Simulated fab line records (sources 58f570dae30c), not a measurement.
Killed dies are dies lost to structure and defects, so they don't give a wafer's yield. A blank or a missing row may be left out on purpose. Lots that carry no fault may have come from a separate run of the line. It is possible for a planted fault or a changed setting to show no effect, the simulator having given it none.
fab line records | flow berkeley-cmos170 | part 1 of 2: steps 1 to 24 of 36
record lots=5 wafers=15 last-day=12
route steps=331 shown GATE@127 PLDD@145 NLDD@158
lots with no fault: from the same line, run without faults
start-h: start of the lot's first displayed wafer, in hours after the record's first day | wait-h: how many hours have passed since the lot's step before this one | " as in the row above | L1.1+2: a row that stands for several wafers | - value missing, or start not given | * or withheld: withheld | < > ~ a bound
route shown NAME@n: names a module that has steps shown in the file, with the first one's number in the route | usual: average and standard deviation across the fault-free wafers | same: alike in all rows | chamber/n: place in a boat | sites: the reading at each site | _std_site: standard deviation of those values | _edge_site: mean of outer sites minus mean of inner sites | radius-mm: for every site, how far away it sits from the centre of the wafer | mask NAME#n: copy n | behind: tool/chamber where the wafer was last shaped | hold: why the lot was held/for how many hours/how that ended | device: whichever transistor did not switch (one of n, p or np) | end of line: the same wafers' tests at the end of the route | a step given without rows: its recipe and nothing more | killed: the dies lost at the first sort to structure and to defects; this is not the yield of the wafer | map: the dies of a wafer, with x for killed, . for not killed, _ for no die there
set.NAME: the setting that was run; set.NAME@STEP: the one run at that earlier step | model.NAME: the simulator's own value behind a step, which no gauge read
lots seen at some steps along the route; tables by step, rows by wafer
services: when a tool's chamber went out of use (start-h, in hours from the record's first day, below 0 if earlier), for how many hours, and the reason
## steps
# step UCB170_GATE_OXIDATION_01
# recipe temp-c=850 ambient=O2 target-thk-a=66 ox-time-s=1800
# usual ox-temp-c-max=853.5/0.7 spike-tc-centre-C=852.3/1.3 tube_center_temp_C_max=852.2/0.33
# columns lot.wafer tool chamber start-h wait-h ox-temp-c-max spike-tc-centre-C tube_center_temp_C_max
L079.3 furnace-04 0 164.57 4.7 854.8 849.5 852.5
L079.4 " 0 " " 854.7 849.2 851.6
L079.5 " 0 " " 854.1 852.6 852.5
L081.1 furnace-02 0 177.60 2.3 853.7 852.7 851.8
L081.3 " 0 " " 853.9 852.3 852.3
L081.4 " 0 " " 853.2 853.0 851.9
L084.1 furnace-01 0 191.46 4.0 852.9 848.9 852.2
L084.3 " 0 " " 852.7 851.2 851.7
L084.5 " 0 " " 853.4 850.5 851.6
L088.2 furnace-02 0 210.39 3.5 852.5 853.5 852.0
L088.4 " 0 " " 853.4 855.6 852.1
L088.5 " 0 " " 853.3 853.0 852.6
L092.1 furnace-02 0 232.79 3.1 854.0 853.1 852.3
L092.3 " 0 " " 852.5 854.3 852.1
L092.4 " 0 " " 852.9 852.9 852.2
# step UCB170_GATE_THK_MEAS_02
# recipe reads=SiO2_of_GATE_OXIDATION_01
# usual GATE_OXIDE_THK=6.63/0.11
# columns lot.wafer tool chamber start-h wait-h GATE_OXIDE_THK[nm]
L079.3 film-metro-01 - 166.09 0.0 6.68
L079.4 " - " " 6.71
L079.5 " - " " 6.58
L081.1 film-metro-01 - 179.10 0.0 6.84
L081.3 " - " " 6.77
L081.4 " - " " 6.83
L084.1 film-metro-02 - 192.96 0.0 6.57
L084.3 " - " " 6.63
L084.5 " - " " 6.52
L088.2 film-metro-01 - 211.90 0.0 6.75
L088.4 " - " " 6.65
L088.5 " - " " 6.67
L092.1 film-metro-03 - 234.35 0.1 6.53
L092.3 " - " " 6.56
L092.4 " - " " 6.67
# step UCB170_GATE_ANNEAL_03
# recipe temp-c=900 time-s=1800 ambient=N2
# usual spike-tc-centre-C=902.3/1.1 tube_center_temp_C_max=902.4/0.39
# same time-s=1800
# columns lot.wafer tool chamber start-h wait-h spike-tc-centre-C tube_center_temp_C_max
L079.3 furnace-02 0 170.48 4.4 903.6 902.2
L079.4 " 0 " " 903.3 902.1
L079.5 " 0 " " 903.4 902.2
L081.1 furnace-04 0 180.69 1.6 901.1 902.3
L081.3 " 0 " " 903.0 903.0
L081.4 " 0 " " 901.6 902.4
L084.1 furnace-04 0 196.62 3.6 900.6 902.0
L084.3 " 0 " " 901.8 902.0
L084.5 " 0 " " 900.5 902.1
L088.2 furnace-04 0 215.50 3.6 902.1 902.1
L088.4 " 0 " " 901.2 902.0
L088.5 " 0 " " 900.7 902.2
L092.1 furnace-01 0 236.46 2.1 901.8 903.2
L092.3 " 0 " " 901.8 902.8
L092.4 " 0 " " 900.5 902.2
# step UCB170_GATE_CVD_04
# recipe material=poly-Si temp-c=610 precursor=SiH4 time-s=1440 pressure-mtorr=375 target-thk-nm=214 sih4-flow-sccm=120
# usual spike-tc-centre-C=613.2/1.1
# same time-s=1440
# columns lot.wafer tool chamber start-h wait-h spike-tc-centre-C
L079.3 lpcvd-02 1 171.98 0.0 613.3
L079.4 " 1 " " 613.7
L079.5 " 1 " " 611.7
L081.1 lpcvd-02 0 183.76 1.6 614.5
L081.3 " 0 " " 613.2
L081.4 " 0 " " 612.9
L084.1 lpcvd-02 0 198.12 0.0 613.0
L084.3 " 0 " " 612.6
L084.5 " 0 " " 612.7
L088.2 lpcvd-02 1 217.00 0.0 611.1
L088.4 " 1 " " 611.3
L088.5 " 1 " " 614.7
L092.1 lpcvd-02 1 238.74 0.8 613.1
L092.3 " 1 " " 612.0
L092.4 " 1 " " 614.1
# step UCB170_GATE_THK_MEAS_05
# recipe reads=poly-Si_of_GATE_CVD_04
# usual GATE_POLY_THK=214.9/2.3
# columns lot.wafer tool chamber start-h wait-h GATE_POLY_THK[nm]
L079.3 film-metro-03 - 173.40 0.0 215.2
L079.4 " - " " 215.6
L079.5 " - " " 215.7
L081.1 film-metro-03 - 185.16 0.0 214.2
L081.3 " - " " 213.7
L081.4 " - " " 214.4
L084.1 film-metro-01 - 199.53 0.0 215.9
L084.3 " - " " 218.2
L084.5 " - " " 215.6
L088.2 film-metro-03 - 219.11 0.0 213.9
L088.4 " - " " 212.7
L088.5 " - " " 213.4
L092.1 film-metro-03 - 240.14 0.0 217.3
L092.3 " - " " 217.3
L092.4 " - " " 217.2
# step UCB170_GATE_COAT_06
# recipe resist=BARC temp-c=withheld time-s=withheld spin-rpm=3000 resist-thk-nm=withheld
# usual exhaust-pa=45.0/0.76
# columns lot.wafer tool chamber start-h wait-h exhaust-pa
L079.3 litho-track-03 0 173.89 0.5 44.4
L079.4 " 0 " " 45.9
L079.5 " 0 " " 45.4
L081.1 litho-track-04 0 186.37 1.2 44.3
L081.3 " 0 " " 45.6
L081.4 " 0 " " 45.2
L084.1 litho-track-03 0 200.27 0.7 45.2
L084.3 " 0 " " 45.5
L084.5 " 0 " " 44.9
L088.2 litho-track-01 0 219.19 0.1 44.3
L088.4 " 0 " " 46.6
L088.5 " 0 " " 44.0
L092.1 litho-track-03 0 240.20 0.1 44.6
L092.3 " 0 " " 44.6
L092.4 " 0 " " 44.1
# step UCB170_GATE_COAT_07
# recipe resist=KrF spin-rpm=1500 resist-thk-nm=900
# usual exhaust-pa=45.1/0.94
# columns lot.wafer tool chamber start-h wait-h exhaust-pa
L079.3 litho-track-03 0 - - 47.3
L079.4 " 0 " " 46.2
L079.5 " 0 " " 46.9
L081.1 litho-track-04 0 - - 45.2
L081.3 " 0 " " 45.6
L081.4 " 0 " " 46.1
L084.1 litho-track-03 0 - - 45.3
L084.3 " 0 " " 44.7
L084.5 " 0 " " 44.4
L088.2 litho-track-01 0 - - 45.8
L088.4 " 0 " " 45.7
L088.5 " 0 " " 45.4
L092.1 litho-track-03 0 - - 44.8
L092.3 " 0 " " 44.2
L092.4 " 0 " " 44.7
# step UCB170_GATE_SOFTBAKE_08
# recipe resist=KrF temp-c=130 time-s=60
# usual exhaust-pa=45.1/0.98
# same time-s=60
# columns lot.wafer tool chamber start-h wait-h exhaust-pa
L079.3 litho-track-03 0 - - 44.6
L079.4 " 0 " " 45.1
L079.5 " 0 " " 45.1
L081.1 litho-track-04 0 - - 44.7
L081.3 " 0 " " 44.8
L081.4 " 0 " " 45.3
L084.1 litho-track-03 0 - - 45.1
L084.3 " 0 " " 43.5
L084.5 " 0 " " 42.7
L088.2 litho-track-01 0 - - 44.2
L088.4 " 0 " " 43.8
L088.5 " 0 " " 44.5
L092.1 litho-track-03 0 - - 44.6
L092.3 " 0 " " 44.4
L092.4 " 0 " " 45.6
# step UCB170_GATE_EXPOSE_09
# recipe mask-id=POLY target-cd-nm=350 na=0.5 sigma-outer=0.6 source-shape=conventional dose-mj=21
# columns lot.wafer tool chamber start-h wait-h mask
L079.3+4+5 krf-scanner-02 0 174.33 - POLY#0
L081.1+3+4 krf-scanner-02 0 187.07 - POLY#0
L084.1+3+5 krf-scanner-02 0 200.85 - POLY#0
L088.2+4+5 krf-scanner-01 0 220.00 - POLY#0
L092.1+3+4 krf-scanner-02 0 240.87 - POLY#0
# step UCB170_GATE_PEB_10
# recipe peb-temp-c=130 peb-time-s=withheld resist=KrF
# usual exhaust-pa=45.0/0.99
# columns lot.wafer tool chamber start-h wait-h exhaust-pa
L079.3 litho-track-03 0 175.07 0.7 44.9
L079.4 " 0 " " 44.8
L079.5 " 0 " " 46.4
L081.1 litho-track-04 0 187.99 0.9 42.3
L081.3 " 0 " " 46.5
L081.4 " 0 " " 43.7
L084.1 litho-track-01 0 201.27 0.4 45.5
L084.3 " 0 " " 45.8
L084.5 " 0 " " 45.3
L088.2 litho-track-03 0 220.12 0.1 44.8
L088.4 " 0 " " 46.6
L088.5 " 0 " " 44.3
L092.1 litho-track-03 0 241.55 0.7 44.8
L092.3 " 0 " " 43.3
L092.4 " 0 " " 45.3
# step UCB170_GATE_DEVELOP_11
# recipe developer=TMAH develop-time-s=45 resist=KrF dev-temp-c=21
# usual developer-temp-C=21.02/0.11 exhaust-pa=45.0/0.91
# columns lot.wafer tool chamber start-h wait-h developer-temp-C exhaust-pa
L079.3 litho-track-03 0 - - 21.08 44.0
L079.4 " 0 " " 21.02 44.5
L079.5 " 0 " " 21.10 45.9
L081.1 litho-track-04 0 - - 20.99 46.3
L081.3 " 0 " " 21.09 47.3
L081.4 " 0 " " 21.07 44.7
L084.1 litho-track-01 0 - - 20.97 46.2
L084.3 " 0 " " 20.85 45.0
L084.5 " 0 " " 20.97 44.4
L088.2 litho-track-03 0 - - 20.94 45.0
L088.4 " 0 " " 20.99 45.8
L088.5 " 0 " " 21.04 45.1
L092.1 litho-track-03 0 - - 21.11 43.9
L092.3 " 0 " " 21.14 45.6
L092.4 " 0 " " 21.21 44.5
# step UCB170_GATE_CD_MEAS_12
# recipe target-cd-nm=350
# usual cd-nm=349.6/1.2
# columns lot.wafer tool chamber start-h wait-h cd-nm
L079.3 cd-sem-02 - 175.33 - 350.3
L079.4 " - " " 351.0
L079.5 " - " " 351.3
L081.1 cd-sem-01 - 188.27 - 351.2
L081.3 " - " " 352.5
L081.4 " - " " 352.2
L084.1 cd-sem-02 - 201.55 - 349.8
L084.3 " - " " 350.4
L084.5 " - " " 350.5
L088.2 cd-sem-01 - 220.39 - 348.4
L088.4 " - " " 347.2
L088.5 " - " " 348.5
L092.1 cd-sem-02 - 241.82 - 351.6
L092.3 " - " " 349.2
L092.4 " - " " 348.6
# step UCB170_GATE_OVL_MEAS_13
# usual GATE_OVL=1/5.1
# columns lot.wafer tool chamber start-h wait-h GATE_OVL[nm]
L079.3 overlay-02 - 175.42 0.1 3
L079.4 " - " " 0
L079.5 " - " " 0
L081.1 overlay-02 - 188.39 0.1 8
L081.3 " - " " 7
L081.4 " - " " 12
L084.1 overlay-02 - 201.67 0.1 5
L084.3 " - " " 6
L084.5 " - " " 8
L088.2 overlay-01 - 220.50 0.1 -1
L088.4 " - " " -1
L088.5 " - " " -1
L092.1 overlay-02 - 241.94 0.1 -2
L092.3 " - " " 2
L092.4 " - " " 5
# step UCB170_GATE_ETCH_14
# recipe chemistry=N2/H2 target-depth-a=withheld overetch-a=withheld target=BARC time-s=withheld source-w=500 bias-w=100 pressure-mtorr=30 n2-flow-sccm=100 h2-flow-sccm=200
# usual drypump-motor-current-A=5.7/0.39 oes-product-au=0.994/0.026 throttle-valve-pct=13.39/0.18
# columns lot.wafer tool chamber start-h wait-h drypump-motor-current-A oes-product-au throttle-valve-pct
L079.3 rie-diel-02 1 175.45 0.0 6.3 0.975 13.41
L079.4 " 2 " " 6.0 1.003 13.36
L079.5 " 3 " " 5.0 1.022 13.33
L081.1 rie-diel-02 3 188.42 0.0 5.0 1.015 13.33
L081.3 " 0 " " 5.5 1.011 13.00
L081.4 " 3 " " 5.0 1.024 13.33
L084.1 rie-diel-01 0 201.70 0.0 5.6 1.005 13.46
L084.3 " 3 " " 5.4 1.033 13.15
L084.5 " 2 " " 6.0 0.986 13.65
L088.2 rie-diel-01 2 220.53 0.0 5.9 0.980 13.65
L088.4 " 1 " " 5.3 1.035 13.52
L088.5 " 1 " " 5.3 1.038 13.50
L092.1 rie-diel-04 1 241.98 0.0 5.9 0.956 13.29
L092.3 " 0 " " 5.3 1.001 13.47
L092.4 " 3 " " 5.4 0.935 13.52
# step UCB170_GATE_ETCH_15
# recipe chemistry=HBr/Cl2 target=poly-Si stop-on=SiO2 over-etch-frac=0.3 icp-w=300 bias-w=150 time-s=56.3 pressure-mtorr=15 HBr_flow_sccm=150 Cl2_flow_sccm=50 target-depth-a=2782
# usual HBr_flow_sccm=150.0/0.47 drypump-motor-current-A=5.7/0.43 oes-product-au=0.831/0.016 throttle-valve-pct=26.31/0.18
# same over-etch-frac=0.3 time-s=56.3
# columns lot.wafer tool chamber start-h wait-h HBr_flow_sccm drypump-motor-current-A oes-product-au rf-hours-counter-h throttle-valve-pct
L079.3 rie-si-01 0 175.49 - 149.6 6.0 0.830 79 26.34
L079.4 " 1 " " 150.6 5.4 0.841 29 26.08
L079.5 " 0 " " 149.8 6.0 0.836 - 26.34
L081.1 rie-si-01 2 188.46 - 149.3 5.6 0.844 54 26.40
L081.3 " 0 " " 150.1 6.0 0.828 80 26.33
L081.4 " 3 " " 149.9 5.6 0.820 18 26.29
L084.1 rie-si-01 1 201.75 - 149.7 5.4 0.852 29 26.06
L084.3 " 3 " " 150.5 5.6 0.829 18 26.27
L084.5 " 2 " " 149.4 5.6 0.848 - 26.39
L088.2 rie-si-01 3 220.57 - 149.5 5.6 0.814 18 26.27
L088.4 " 3 " " 150.0 5.6 0.816 - 26.27
L088.5 " 2 " " 150.4 5.6 0.842 - 26.39
L092.1 rie-si-02 3 242.02 - 150.4 5.4 0.823 1 26.11
L092.3 " 1 " " 150.1 5.2 0.856 60 26.40
L092.4 " 3 " " 150.3 5.4 0.829 - 26.12
# step UCB170_GATE_STRIP_16
# recipe chemistry=O2 power-w=400 pressure-mtorr=3500 platen-temp-c=withheld o2-flow-sccm=400 overash-fraction=0.5
# usual drypump-motor-current-A=5.7/0.3 oes-product-au=0.725/0.0048
# columns lot.wafer tool chamber start-h wait-h drypump-motor-current-A oes-product-au rf-hours-counter-h
L079.3 plasma-asher-03 1 175.57 0.1 5.4 0.722 -
L079.4 " 0 " " 5.2 0.729 -
L079.5 " 0 " " 5.2 0.722 -
L081.1 plasma-asher-03 1 188.51 0.0 5.5 0.718 40
L081.3 " 1 " " 5.5 0.727 -
L081.4 " 0 " " 5.2 0.722 -
L084.1 plasma-asher-02 0 201.79 0.0 6.2 0.734 46
L084.3 " 0 " " 6.1 0.726 -
L084.5 " 1 " " 5.3 0.722 -
L088.2 plasma-asher-02 0 220.62 0.0 6.1 0.723 48
L088.4 " 1 " " 5.4 0.721 -
L088.5 " 1 " " 5.4 0.726 -
L092.1 plasma-asher-03 0 242.07 0.0 5.2 0.734 46
L092.3 " 1 " " 5.5 0.729 -
L092.4 " 0 " " 5.2 0.721 -
# step UCB170_GATE_CD_MEAS_90
# recipe target-cd-nm=350
# usual cd-nm=349.7/1.3
# columns lot.wafer tool chamber start-h wait-h cd-nm
L079.3 cd-sem-02 - 175.72 0.1 349.7
L079.4 " - " " 351.3
L079.5 " - " " 352.1
L081.1 cd-sem-02 - 188.61 0.1 350.9
L081.3 " - " " 352.5
L081.4 " - " " 352.4
L084.1 cd-sem-01 - 201.96 0.1 349.8
L084.3 " - " " 350.3
L084.5 " - " " 350.0
L088.2 cd-sem-02 - 220.74 0.1 348.2
L088.4 " - " " 348.0
L088.5 " - " " 348.1
L092.1 cd-sem-01 - 242.17 0.1 350.7
L092.3 " - " " 348.7
L092.4 " - " " 348.8
# step UCB170_GATE_CLEAN_17
# recipe chemistry=SPM temp-c=120 time-s=600
# usual bath-heat-duty-pct=12.9/1.4
# same time-s=600
# columns lot.wafer tool chamber start-h wait-h bath-heat-duty-pct
L079.3 wet-bench-03 1 175.80 0.1 11.8
L079.4 " 1 " " 12.0
L079.5 " 1 " " 11.0
L081.1 wet-bench-03 1 188.93 0.3 12.7
L081.3 " 1 " " 12.7
L081.4 " 1 " " 11.4
L084.1 wet-bench-03 1 202.22 0.2 12.1
L084.3 " 1 " " 10.9
L084.5 " 1 " " 12.6
L088.2 wet-bench-03 1 220.84 0.1 12.0
L088.4 " 1 " " 11.9
L088.5 " 1 " " 10.9
L092.1 wet-bench-03 3 242.29 0.1 12.6
L092.3 " 3 " " 10.7
L092.4 " 3 " " 11.2
# step UCB170_PLDD_HMDS_00
# recipe prime-time-s=60 prime-temp-c=100
# usual exhaust-pa=45.1/0.83
# columns lot.wafer tool chamber start-h wait-h exhaust-pa
L079.3 litho-track-01 0 176.59 0.6 44.2
L079.4 " 0 " " 44.5
L079.5 " 0 " " 46.8
L081.1 litho-track-04 0 189.72 0.4 45.0
L081.3 " 0 " " 45.6
L081.4 " 0 " " 44.4
L084.1 litho-track-04 0 202.71 0.3 44.5
L084.3 " 0 " " 44.8
L084.5 " 0 " " 46.2
L088.2 litho-track-01 0 221.04 0.0 44.6
L088.4 " 0 " " 45.5
L088.5 " 0 " " 44.7
L092.1 litho-track-02 0 242.70 0.0 46.7
L092.3 " 0 " " 44.2
L092.4 " 0 " " 45.4
# step UCB170_PLDD_COAT_01
# recipe resist=KrF spin-rpm=1500 resist-thk-nm=900
# usual exhaust-pa=45.1/1
# columns lot.wafer tool chamber start-h wait-h exhaust-pa
L079.3 litho-track-01 0 176.74 0.1 45.6
L079.4 " 0 " " 44.2
L079.5 " 0 " " 45.2
L081.1 litho-track-04 0 189.87 0.1 45.1
L081.3 " 0 " " 44.2
L081.4 " 0 " " 45.6
L084.1 litho-track-04 0 202.86 0.1 46.1
L084.3 " 0 " " 45.5
L084.5 " 0 " " 46.3
L088.2 litho-track-01 0 221.19 0.1 43.3
L088.4 " 0 " " 44.1
L088.5 " 0 " " 43.2
L092.1 litho-track-02 0 242.85 0.1 45.6
L092.3 " 0 " " 44.3
L092.4 " 0 " " 45.5
# step UCB170_PLDD_SOFTBAKE_02
# recipe resist=KrF temp-c=130 time-s=60
# usual exhaust-pa=44.9/0.89
# same time-s=60
# columns lot.wafer tool chamber start-h wait-h exhaust-pa
L079.3 litho-track-01 0 176.89 0.1 45.3
L079.4 " 0 " " 43.6
L079.5 " 0 " " 44.9
L081.1 litho-track-04 0 190.02 0.1 44.9
L081.3 " 0 " " 47.4
L081.4 " 0 " " 45.2
L084.1 litho-track-04 0 203.01 0.1 44.6
L084.3 " 0 " " 43.9
L084.5 " 0 " " 47.1
L088.2 litho-track-01 0 221.34 0.1 44.2
L088.4 " 0 " " 45.2
L088.5 " 0 " " 44.4
L092.1 litho-track-02 0 243.00 0.1 43.5
L092.3 " 0 " " 45.3
L092.4 " 0 " " 44.8
# step UCB170_PLDD_EXPOSE_03
# recipe mask-id=PSELECT na=0.5 sigma-outer=0.6 source-shape=conventional target-cd-nm=1200 dose-mj=30
# columns lot.wafer tool chamber start-h wait-h mask
L079.3+4+5 krf-scanner-01 0 177.16 0.2 PSELECT#0
L081.1+3+4 krf-scanner-02 0 190.35 0.3 PSELECT#0
L084.1+3+5 krf-scanner-02 0 203.28 0.2 PSELECT#0
L088.2+4+5 krf-scanner-01 0 221.62 0.3 PSELECT#0
L092.1+3+4 krf-scanner-01 0 243.15 0.1 PSELECT#0
# step UCB170_PLDD_PEB_04
# recipe peb-temp-c=130 peb-time-s=withheld resist=KrF
# usual exhaust-pa=45.1/0.89
# columns lot.wafer tool chamber start-h wait-h exhaust-pa
L079.3 litho-track-04 0 177.80 0.6 45.9
L079.4 " 0 " " 45.9
L079.5 " 0 " " 46.6
L081.1 litho-track-02 0 190.47 0.1 43.5
L081.3 " 0 " " 44.9
L081.4 " 0 " " 43.2
L084.1 litho-track-04 0 203.40 0.1 45.3
L084.3 " 0 " " 45.7
L084.5 " 0 " " 44.9
L088.2 litho-track-04 0 221.74 0.1 44.8
L088.4 " 0 " " 45.0
L088.5 " 0 " " 45.1
L092.1 litho-track-04 0 243.54 0.4 45.6
L092.3 " 0 " " 45.9
L092.4 " 0 " " 46.1
# step UCB170_PLDD_DEVELOP_05
# recipe developer=TMAH develop-time-s=45 resist=KrF dev-temp-c=21
# usual developer-temp-C=21.01/0.12 exhaust-pa=44.9/0.8
# columns lot.wafer tool chamber start-h wait-h developer-temp-C exhaust-pa
L079.3 litho-track-04 0 - - 21.21 46.0
L079.4 " 0 " " 21.32 45.4
L079.5 " 0 " " 21.11 44.6
L081.1 litho-track-02 0 - - 20.95 45.4
L081.3 " 0 " " 20.92 44.9
L081.4 " 0 " " 20.85 44.2
L084.1 litho-track-04 0 - - 21.03 45.1
L084.3 " 0 " " 20.88 43.9
L084.5 " 0 " " 21.08 46.2
L088.2 litho-track-04 0 - - 21.05 45.0
L088.4 " 0 " " 20.83 43.7
L088.5 " 0 " " 20.99 44.6
L092.1 litho-track-04 0 - - 21.01 44.6
L092.3 " 0 " " 20.91 44.5
L092.4 " 0 " " 21.00 45.5
